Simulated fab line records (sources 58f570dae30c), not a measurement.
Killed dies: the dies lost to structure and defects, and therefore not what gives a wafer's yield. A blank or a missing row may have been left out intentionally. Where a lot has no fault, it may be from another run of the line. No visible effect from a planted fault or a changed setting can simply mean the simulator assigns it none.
fab line records | flow berkeleyCmos170
[record] lots = 14 wafers = 42 lastDay = 11
route steps=331 shown NVT@111 M1@249 M2@287 M3@324
lots untouched by any fault: they come from a run of this same line in which no faults occurred
startH: the number of hours between the record's first day and the start of the first shown wafer of the lot | waitH: hours since the lot's step before | " repeats the value in the row above | L1.1+2: one row covering several wafers at once | - no value present, or no start provided | * or withheld: withheld | < > ~ a bound
route shown NAME@n: names a module that has steps shown in the file, with the first one's number in the route | usual: the fault-free wafers' mean and standard deviation | same: alike in all rows | chamber/n: place in a boat | sites: the reading at each site | _std_site: standard deviation across them | _edge_site: outer sites' mean less inner sites' | radiusMm: how far each site lies from the wafer's centre | mask NAME#n: copy n | behind: the tool/chamber that last shaped the wafer | hold: cause of the lot's hold/its duration in hours/its outcome | device: names the non-switching transistor (n, p or np) | end of line: tests run on the same wafers once the route is complete | where a step has no rows: the recipe by itself | killed: dies lost to structure and defects at the first sort, not the wafer's yield | map: shows each die of a wafer: x if killed, . if not, _ if none is there
set.NAME: the setting the step ran with; set.NAME@STEP: the setting that earlier step ran with | model.NAME: the simulator's own value behind a step, which no gauge read
one table for each step of the route and one row for each wafer, over a sample of lots
services: the hour from which a tool's chamber was out of use, counted from the record's first day as startH (under 0 if before that day), plus the number of hours and why
[[steps]]
[step UCB170_NVT_IMPLANT_07]
[recipe] species = BF2 doseCm2 = 3e+12 energyKev = 50 tiltDeg = 7
[usual] beamEnergyKeV = 50.001/0.016 endStationPressureTorr = 5.01e-06/2.7e-07 tiltDeg = 7.000/0.018
// columns lot.wafer tool chamber startH waitH beamEnergyKeV endStationPressureTorr tiltDeg
L569.2 implanter-04 0 108.82 0.0 49.998 5.71e-06 7.001
L569.3 " 0 " " 50.002 5.07e-06 6.988
L569.6 " 0 " " 50.017 5.01e-06 6.976
L568.2 implanter-04 0 109.19 0.0 50.022 5.09e-06 7.008
L568.3 " 0 " " 49.999 4.58e-06 6.998
L568.6 " 0 " " 50.000 5.19e-06 7.007
L570.3 implanter-03 0 109.76 0.1 49.975 5.01e-06 6.999
L570.5 " 0 " " 49.978 5.42e-06 6.995
L570.6 " 0 " " 49.997 4.53e-06 6.989
L571.1 implanter-03 0 124.25 0.0 49.987 5.07e-06 6.981
L571.2 " 0 " " 50.016 5.24e-06 6.983
L571.5 " 0 " " 50.005 5.45e-06 7.010
L573.2 implanter-04 0 130.68 0.0 50.006 5.3e-06 7.002
L573.3 " 0 " " 50.006 4.99e-06 6.984
L573.6 " 0 " " 50.008 4.94e-06 7.008
L577.2 implanter-03 0 152.05 0.0 50.046 5.04e-06 6.995
L577.4 " 0 " " 50.017 4.72e-06 7.032
L577.5 " 0 " " 50.003 5.03e-06 6.982
L578.2 implanter-04 0 157.74 0.0 60.999 4.74e-06 7.016
L578.4 " 0 " " 60.998 4.99e-06 7.016
L578.6 " 0 " " 60.995 4.89e-06 7.019
L580.2 implanter-03 0 162.30 0.0 49.971 5.12e-06 7.021
L580.4 " 0 " " 49.994 5.07e-06 7.000
L580.5 " 0 " " 49.948 4.64e-06 6.997
L582.2 implanter-04 0 175.03 0.0 61.006 4.46e-06 7.018
L582.3 " 0 " " 60.998 4.79e-06 7.019
L582.5 " 0 " " 60.991 5.02e-06 7.030
L585.1 implanter-03 0 178.07 0.0 50.024 4.52e-06 7.023
L585.2 " 0 " " 50.001 5.28e-06 7.003
L585.5 " 0 " " 49.999 5.57e-06 7.021
L586.1 implanter-03 0 192.35 0.0 50.019 4.95e-06 6.988
L586.3 " 0 " " 50.010 4.87e-06 7.007
L586.6 " 0 " " 49.987 5.16e-06 7.010
L588.1 implanter-03 0 204.18 0.0 50.027 5.2e-06 6.975
L588.3 " 0 " " 50.011 4.47e-06 7.000
L588.5 " 0 " " 50.012 5.12e-06 6.982
L589.1 implanter-03 0 213.39 0.0 50.007 5.01e-06 7.001
L589.3 " 0 " " 50.029 4.86e-06 6.993
L589.5 " 0 " " 49.999 4.95e-06 7.009
L590.2 implanter-03 0 213.94 0.0 50.016 4.96e-06 7.020
L590.4 " 0 " " 49.992 5e-06 7.010
L590.5 " 0 " " 50.006 5.14e-06 6.997
[step UCB170_NVT_TW_MEAS_09]
[usual] NVT_TW = 518/4
// columns lot.wafer tool chamber startH waitH NVT_TW
L569.2 filmMetro-02 - 109.06 0.1 520
L569.3 " - " " 516
L569.6 " - " " 521
L568.2 filmMetro-01 - 109.42 0.1 516
L568.3 " - " " 516
L568.6 " - " " 514
L570.3 filmMetro-04 - 109.98 0.1 527
L570.5 " - " " 529
L570.6 " - " " 530
L571.1 filmMetro-02 - 124.50 0.1 517
L571.2 " - " " 519
L571.5 " - " " 517
L573.2 filmMetro-01 - 130.91 0.1 518
L573.3 " - " " 516
L573.6 " - " " 517
L577.2 filmMetro-01 - 152.29 0.1 513
L577.4 " - " " 517
L577.5 " - " " 516
L578.2 filmMetro-02 - 157.97 0.1 544
L578.4 " - " " 545
L578.6 " - " " 541
L580.2 filmMetro-01 - 162.53 0.1 516
L580.4 " - " " 514
L580.5 " - " " 516
L582.2 filmMetro-04 - 175.27 0.1 552
L582.3 " - " " 551
L582.5 " - " " 549
L585.1 filmMetro-04 - 178.32 0.1 528
L585.2 " - " " 527
L585.5 " - " " 523
L586.1 filmMetro-02 - 192.60 0.1 518
L586.3 " - " " 519
L586.6 " - " " 514
L588.1 filmMetro-02 - 204.43 0.1 517
L588.3 " - " " 518
L588.5 " - " " 518
L589.1 filmMetro-02 - 213.64 0.1 519
L589.3 " - " " 518
L589.5 " - " " 521
L590.2 filmMetro-02 - 214.18 0.1 518
L590.4 " - " " 518
L590.5 " - " " 517
[step UCB170_M1_ETCH_11]
[recipe] chemistry = N2/H2 targetDepthA = withheld overetchA = withheld target = BARC timeS = withheld sourceW = 500 biasW = 100 pressureMtorr = 30 n2FlowSccm = 100 h2FlowSccm = 200
[usual] drypumpMotorCurrentA = 5.6/0.5 oesProductAu = 0.99/0.036 throttleValvePct = 13.25/0.2
// columns lot.wafer tool chamber startH waitH drypumpMotorCurrentA oesProductAu throttleValvePct
L569.2 rieDiel-04 0 145.51 0.0 5.3 1.03 13.04
L569.3 " 3 " " 5.7 0.98 13.59
L569.6 " 2 " " 6.1 0.99 12.93
L568.2 rieDiel-01 3 146.65 0.0 6.6 1.00 13.39
L568.3 " 2 " " 5.2 0.92 13.39
L568.6 " 2 " " 5.2 0.91 13.39
L570.3 rieDiel-03 3 147.91 0.0 4.9 1.04 13.26
L570.5 " 3 " " 4.9 1.04 13.26
L570.6 " 2 " " 5.5 1.05 13.12
L571.1 rieDiel-01 0 159.54 0.0 4.9 0.98 13.18
L571.2 " 1 " " 5.7 0.99 13.64
L571.5 " 1 " " 5.7 1.01 13.63
L573.2 rieDiel-01 3 168.29 0.0 6.6 0.98 13.38
L573.3 " 2 " " 5.2 0.92 13.41
L573.6 " 0 " " 4.9 0.97 13.18
L577.2 rieDiel-03 2 190.32 0.0 5.5 1.04 13.11
L577.4 " 3 " " 4.9 1.04 13.24
L577.5 " 1 " " 5.4 1.02 13.14
L578.2 rieDiel-01 3 191.50 0.0 6.6 0.99 13.38
L578.4 " 3 " " 6.6 0.99 13.38
L578.6 " 2 " " 5.2 0.93 13.40
L580.2 rieDiel-03 1 201.49 0.0 5.4 1.02 13.16
L580.4 " 2 " " 5.5 1.05 13.12
L580.5 " 2 " " 5.5 1.04 13.12
L582.2 rieDiel-04 3 213.44 0.0 5.6 0.97 13.60
L582.3 " 2 " " 6.1 0.99 12.93
L582.5 " 2 " " 6.1 1.00 12.94
L585.1 rieDiel-04 3 219.03 0.0 5.7 0.99 13.59
L585.2 " 1 " " 5.5 0.96 13.13
L585.5 " 2 " " 6.0 0.99 12.92
L586.1 rieDiel-03 2 229.75 0.0 5.4 1.04 13.13
L586.3 " 0 " " 6.0 0.96 13.36
L586.6 " 2 " " 5.5 1.04 13.12
L588.1 rieDiel-04 0 242.17 0.0 5.3 1.03 13.05
L588.3 " 3 " " 5.6 0.97 13.58
L588.5 " 2 " " 6.1 1.00 12.92
L589.1 rieDiel-01 1 253.56 0.0 5.7 1.00 13.62
L589.3 " 3 " " 6.6 0.99 13.39
L589.5 " 1 " " 5.7 1.01 13.62
L590.2 rieDiel-04 1 253.86 0.0 5.5 0.98 13.15
L590.4 " 2 " " 6.0 1.00 12.94
L590.5 " 2 " " 6.0 1.01 12.95
[step UCB170_M2_OVL_MEAS_16]
[usual] M2_OVL = 4/5.1
// columns lot.wafer tool chamber startH waitH M2_OVL[nm]
L569.2 overlay-02 - 153.58 0.1 6
L569.3 " - " " -1
L569.6 " - " " -3
L568.2 overlay-02 - 157.63 0.1 1
L568.3 " - " " 5
L568.6 " - " " 7
L570.3 overlay-01 - 158.16 0.1 8
L570.5 " - " " 8
L570.6 " - " " 3
L571.1 overlay-02 - 168.92 0.1 2
L571.2 " - " " 1
L571.5 " - " " 2
L573.2 overlay-01 - 179.16 0.1 3
L573.3 " - " " 8
L573.6 " - " " 0
L577.2 overlay-02 - 200.95 0.1 8
L577.4 " - " " 8
L577.5 " - " " -2
L578.2 overlay-01 - 203.70 0.1 1
L578.4 " - " " 6
L578.6 " - " " 11
L580.2 overlay-01 - 212.72 0.1 0
L580.4 " - " " -2
L580.5 " - " " 9
L582.2 overlay-02 - 223.04 0.1 9
L582.3 " - " " 3
L582.5 " - " " 5
L585.1 overlay-01 - 228.41 0.1 -4
L585.2 " - " " 0
L585.5 " - " " -6
L586.1 overlay-01 - 239.18 0.1 -4
L586.3 " - " " -4
L586.6 " - " " 4
L588.1 overlay-01 - 252.16 0.1 -7
L588.3 " - " " 5
L588.5 " - " " 0
L589.1 overlay-01 - 262.59 0.1 8
L589.3 " - " " 10
L589.5 " - " " 13
L590.2 overlay-01 - 263.00 0.1 13
L590.4 " - " " 8
L590.5 " - " " 8
[step UCB170_M3_CD_MEAS_15]
[recipe] targetCdNm = 700
[usual] cdNm = 699.8/1.4
// columns lot.wafer tool chamber startH waitH cdNm
L569.2 cdSem-01 - 159.29 - 701.6
L569.3 " - " " 700.2
L569.6 " - " " 702.4
L568.2 cdSem-02 - 162.82 - 700.9
L568.3 " - " " 701.4
L568.6 " - " " 699.2
L570.3 cdSem-02 - 163.45 - 699.6
L570.5 " - " " 699.2
L570.6 " - " " 699.6
L571.1 cdSem-02 - 173.59 - 699.2
L571.2 " - " " 700.4
L571.5 " - " " 700.1
L573.2 cdSem-02 - 184.35 - 700.7
L573.3 " - " " 700.9
L573.6 " - " " 700.1
L577.2 cdSem-02 - 207.76 - 698.7
L577.4 " - " " 698.9
L577.5 " - " " 698.0
L578.2 cdSem-02 - 210.70 - 699.9
L578.4 " - " " 699.7
L578.6 " - " " 699.0
L580.2 cdSem-02 - 218.21 - 700.9
L580.4 " - " " 701.8
L580.5 " - " " 703.5
L582.2 cdSem-02 - 229.16 - 697.4
L582.3 " - " " 698.9
L582.5 " - " " 698.4
L585.1 cdSem-01 - 233.19 - 699.5
L585.2 " - " " 699.1
L585.5 " - " " 699.1
L586.1 cdSem-02 - 244.76 - 701.8
L586.3 " - " " 700.7
L586.6 " - " " 701.3
L588.1 cdSem-02 - 256.98 - 698.4
L588.3 " - " " 700.0
L588.5 " - " " 699.0
L589.1 cdSem-01 - 268.42 - 698.0
L589.3 " - " " 698.6
L589.5 " - " " 697.3
L590.2 cdSem-02 - 269.61 - 701.2
L590.4 " - " " 700.6
L590.5 " - " " 701.1
[[services]]
// columns tool chamber startH hours kind
rieDiel-01 0 120.75 5.6 repair
rieDiel-03 2 122.42 - clean
rieDiel-03 2 122.42 24.0 scheduledDown
rieDiel-03 2 122.42 24.0 ventCycle
rieDiel-04 2 126.02 7.5 repair
rieDiel-04 1 131.23 8.4 repair
rieDiel-01 0 141.44 3.4 repair
rieDiel-01 1 149.65 1.7 repair
rieDiel-04 - 155.29 2.0 repair
rieDiel-01 1 165.23 56.0 repair
rieDiel-04 1 165.85 1.8 repair
rieDiel-03 0 169.27 5.4 repair
rieDiel-04 - 178.74 2.8 pm
implanter-04 - 202.74 6.7 repair
implanter-04 - 214.17 1.6 repair
rieDiel-01 2 221.23 - clean
rieDiel-01 2 221.23 11.7 scheduledDown
rieDiel-01 2 221.23 11.7 ventCycle
implanter-03 - 241.20 8.4 repair
rieDiel-03 - 243.52 15.6 pm
[[key]]
[firstSign] step = UCB170_NVT_IMPLANT_07 reading = beamEnergyKeV direction = up sigmas = 99+ usual = 50.001 struck = 60.998
[effect] step = UCB170_NVT_TW_MEAS_09 reading = NVT_TW direction = up sigmas = 7.2 usual = 518 struck = 547
metAt UCB170_NVT_IMPLANT_07
struckLots L578,L582
testerLeftOut L578,L582
notActingAt UCB170_M1_ETCH_11,UCB170_M2_OVL_MEAS_16,UCB170_M3_CD_MEAS_15
onsetBetween 130.68 157.74
[fault] kind = processParameterDrift tool = implanter-04 chamber = - onsetH = 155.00 steps = UCB170_NVT_IMPLANT_07 channel = energyKev offset = 11 shape = step endH = 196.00 actsIn = theseRecipesOnly stated = 50
// testerLeftOut: of these lots the tester's yield and bins aren't shown, on N5 and GAA mostly nor the transistor test; their killed dies are dies lost to structure and defects alone, not to doping, threshold or leakage, so they don't give the yield
